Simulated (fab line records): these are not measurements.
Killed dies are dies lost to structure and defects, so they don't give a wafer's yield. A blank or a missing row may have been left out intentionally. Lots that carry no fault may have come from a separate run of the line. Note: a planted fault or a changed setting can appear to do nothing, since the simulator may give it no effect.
What tool caused it? | flow berkeley_cmos170 | 14 lots, 42 wafers sampled, at 4 steps of a route of 331

WHAT EACH GAUGE READ, for each wafer
UCB170_SACOX_THK_MEAS_02.
lot  | measured     | on            | SACOX_OXIDE_THK (nm)
L194 | day 5 17:22  | film_metro-01 | 14.23 14.50 14.25
L195 | day 6 06:20  | film_metro-04 | 14.58 14.63 14.76
L196 | day 6 06:20  | film_metro-02 | 14.24 14.37 14.27
L199 | day 6 23:05  | film_metro-02 | 14.35 14.42 14.24
L198 | day 6 23:06  | film_metro-04 | 14.35 14.03 14.17
L200 | day 6 23:06  | film_metro-01 | 14.71 14.78 14.61
L202 | day 7 07:53  | film_metro-01 | 14.27 14.07 14.04
L204 | day 8 05:57  | film_metro-01 | 14.39 14.36 14.41
L207 | day 8 17:40  | film_metro-01 | 14.18 14.22 14.18
L210 | day 10 02:57 | film_metro-01 | 15.17 15.06 14.99
L211 | day 10 02:57 | film_metro-02 | 14.40 14.41 14.47
L213 | day 10 02:57 | film_metro-04 | 14.15 14.01 14.00
L214 | day 10 03:02 | film_metro-01 | 14.45 14.35 14.32
L215 | day 10 21:34 | film_metro-02 | 14.13 13.93 14.13

UCB170_SDANNEAL_RS_MEAS_03: uses a four-point probe to measure.
lot  | measured     | on            | NSD_RS (ohm/sq)
L194 | day 7 18:01  | film_metro-01 | 37.19 37.19 37.23
L195 | day 8 01:57  | film_metro-01 | 37.22 37.21 37.28
L196 | day 8 01:44  | film_metro-02 | 37.42 37.29 37.44
L199 | day 9 02:34  | film_metro-01 | 37.26 37.16 37.11
L198 | day 9 02:17  | film_metro-03 | 37.28 37.34 37.27
L200 | day 9 02:02  | film_metro-02 | 37.31 37.30 37.31
L202 | day 9 11:33  | film_metro-02 | 37.29 37.34 37.34
L204 | day 10 11:03 | film_metro-01 | 37.22 37.25 37.21
L207 | day 10 19:22 | film_metro-02 | 38.05 38.11 38.07
L210 | day 12 01:03 | film_metro-02 | 37.39 37.43 37.40
L211 | day 12 00:52 | film_metro-03 | 38.00 38.06 38.08
L213 | day 12 00:03 | film_metro-03 | 37.28 37.28 37.26
L214 | day 12 00:27 | film_metro-02 | 37.11 37.19 37.06
L215 | day 13 06:27 | film_metro-02 | 37.23 37.33 37.36

TOOL THAT RAN EACH LOT (tool first, then ch and the chambers of the sampled wafers, then the start)
lot  | UCB170_NSD_IMPLANT_08           | UCB170_NSD_STRIP_09
L194 | implanter-02 ch 0, day 7 16:01  | plasma_asher-03 ch 0,1, day 7 16:10
L195 | implanter-01 ch 0, day 8 00:08  | plasma_asher-04 ch 0,1, day 8 00:17
L196 | implanter-02 ch 0, day 8 00:02  | plasma_asher-03 ch 0,1, day 8 00:10
L199 | implanter-01 ch 0, day 9 01:05  | plasma_asher-04 ch 0,1, day 9 01:14
L198 | implanter-02 ch 0, day 9 00:49  | plasma_asher-03 ch 0,1, day 9 00:57
L200 | implanter-01 ch 0, day 9 00:35  | plasma_asher-01 ch 0,1, day 9 00:43
L202 | implanter-01 ch 0, day 9 10:06  | plasma_asher-03 ch 0,1, day 9 10:14
L204 | implanter-02 ch 0, day 10 09:36 | plasma_asher-04 ch 0,1, day 10 09:43
L207 | implanter-02 ch 0, day 10 17:39 | plasma_asher-04 ch 0,1, day 10 17:47
L210 | implanter-01 ch 0, day 11 23:05 | plasma_asher-03 ch 0, day 11 23:14
L211 | implanter-02 ch 0, day 11 22:56 | plasma_asher-01 ch 0,1, day 11 23:05
L213 | implanter-01 ch 0, day 11 22:32 | plasma_asher-04 ch 1, day 11 22:41
L214 | implanter-01 ch 0, day 11 22:52 | plasma_asher-03 ch 0,1, day 11 23:00
L215 | implanter-03 ch 0, day 13 04:53 | plasma_asher-01 ch 0,1, day 13 05:02
- UCB170_NSD_IMPLANT_08
- UCB170_NSD_STRIP_09: strips in O2.

WHAT THE TOOLS THEMSELVES READ (means of the sampled wafers that have a number; where no wafer has one, the mark that the record gives instead)
UCB170_NSD_IMPLANT_08.
lot  | tool         | dose_ions_cm2 | faraday_current_uA
L194 | implanter-02 | 3.0015e+15    | 9467
L195 | implanter-01 | 3.0010e+15    | 9302
L196 | implanter-02 | 2.9998e+15    | 9398
L199 | implanter-01 | 2.9968e+15    | 9251
L198 | implanter-02 | 3.0009e+15    | 9229
L200 | implanter-01 | 3.0052e+15    | 9181
L202 | implanter-01 | 2.9979e+15    | 9148
L204 | implanter-02 | 2.9975e+15    | 9364
L207 | implanter-02 | 2.8627e+15    | 8937
L210 | implanter-01 | 3.0002e+15    | 9342
L211 | implanter-02 | 2.8640e+15    | 8702
L213 | implanter-01 | 2.9996e+15    | 9431
L214 | implanter-01 | 3.0000e+15    | 9339
L215 | implanter-03 | 3.0009e+15    | 9223

UCB170_NSD_STRIP_09.
lot  | tool            | drypump_motor_current_A (A) | o2_flow_sccm (sccm) | oes_product_au (a.u.) | strip_time_to_endpoint_s (s)
L194 | plasma_asher-03 | 6.0                         | 398.4               | 0.529                 | 35.92
L195 | plasma_asher-04 | 5.5                         | 400.0               | 0.536                 | 35.88
L196 | plasma_asher-03 | 5.7                         | 399.7               | 0.536                 | 35.70
L199 | plasma_asher-04 | 5.5                         | 399.9               | 0.533                 | 35.82
L198 | plasma_asher-03 | 6.0                         | 400.4               | 0.539                 | 35.84
L200 | plasma_asher-01 | 5.6                         | 400.1               | 0.533                 | 35.77
L202 | plasma_asher-03 | 5.7                         | 401.0               | 0.532                 | 35.82
L204 | plasma_asher-04 | 5.5                         | 400.8               | 0.541                 | 35.85
L207 | plasma_asher-04 | 5.4                         | 399.0               | 0.536                 | 35.37
L210 | plasma_asher-03 | 5.2                         | 401.3               | 0.533                 | 35.64
L211 | plasma_asher-01 | 5.6                         | 400.8               | 0.544                 | 35.48
L213 | plasma_asher-04 | 5.6                         | 399.5               | 0.534                 | 35.90
L214 | plasma_asher-03 | 5.7                         | 400.5               | 0.533                 | 35.84
L215 | plasma_asher-01 | 5.6                         | 400.5               | 0.536                 | 35.82

THE ANSWER, worked out from the rows above alone
Rule: the lots themselves supply what counts as usual. The widest of any qualifying gaps counts: lots, ordered by their means at a reading, are off when they make up no more than a third of the lots, leave a main group of 4 or more, and stand apart from it by 3 or more times the standard deviation of that group's means. The tables above print the reading to a certain number of digits; a main group whose means all agree to those digits is not used. A lot without any number at a reading at which 4 lots or more have one is off too. All remaining lots with rows at the step are treated as sound. First the gauges in route order, then the tools' own readings, where a lot's mean is used as printed above. At the first step where some lot is off, the reading lying furthest off is the one used; lots without a number count as furthest.
Off: L207, L211, at UCB170_SDANNEAL_RS_MEAS_03 (NSD_RS). The main group has a mean of 37.27 ohm/sq with a standard deviation of 0.08.
A tool fits if, at a process step before that reading, it ran every lot that is off, and no sound lot after the first of them. The gauges at UCB170_SDANNEAL_RS_MEAS_03 aren't tried: what is off there is off at UCB170_NSD_IMPLANT_08 too, on other tools, and a gauge's error can't cause that. One fits: implanter-02 at UCB170_NSD_IMPLANT_08. Its last sound lot is L204 (day 10 09:36), its first lot that is off L207 (day 10 17:39): a fault that began between those two fits.
The tool's own readings at UCB170_NSD_IMPLANT_08 bear it out: on the lots that are off they differ by more than 5 times the standard deviation of the sound lots' means. dose_ions_cm2 reads 2.8634e+15 there against 3.0001e+15 on the sound lots; faraday_current_uA reads 8820 there against 9306 on the sound lots.

WHAT THE SIMULATOR PUT IN
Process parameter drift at UCB170_NSD_IMPLANT_08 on implanter-02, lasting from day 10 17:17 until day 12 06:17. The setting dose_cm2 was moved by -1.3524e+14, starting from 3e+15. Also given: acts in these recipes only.
Struck lots among those shown: L207, L211. The rule above reached the same finding.
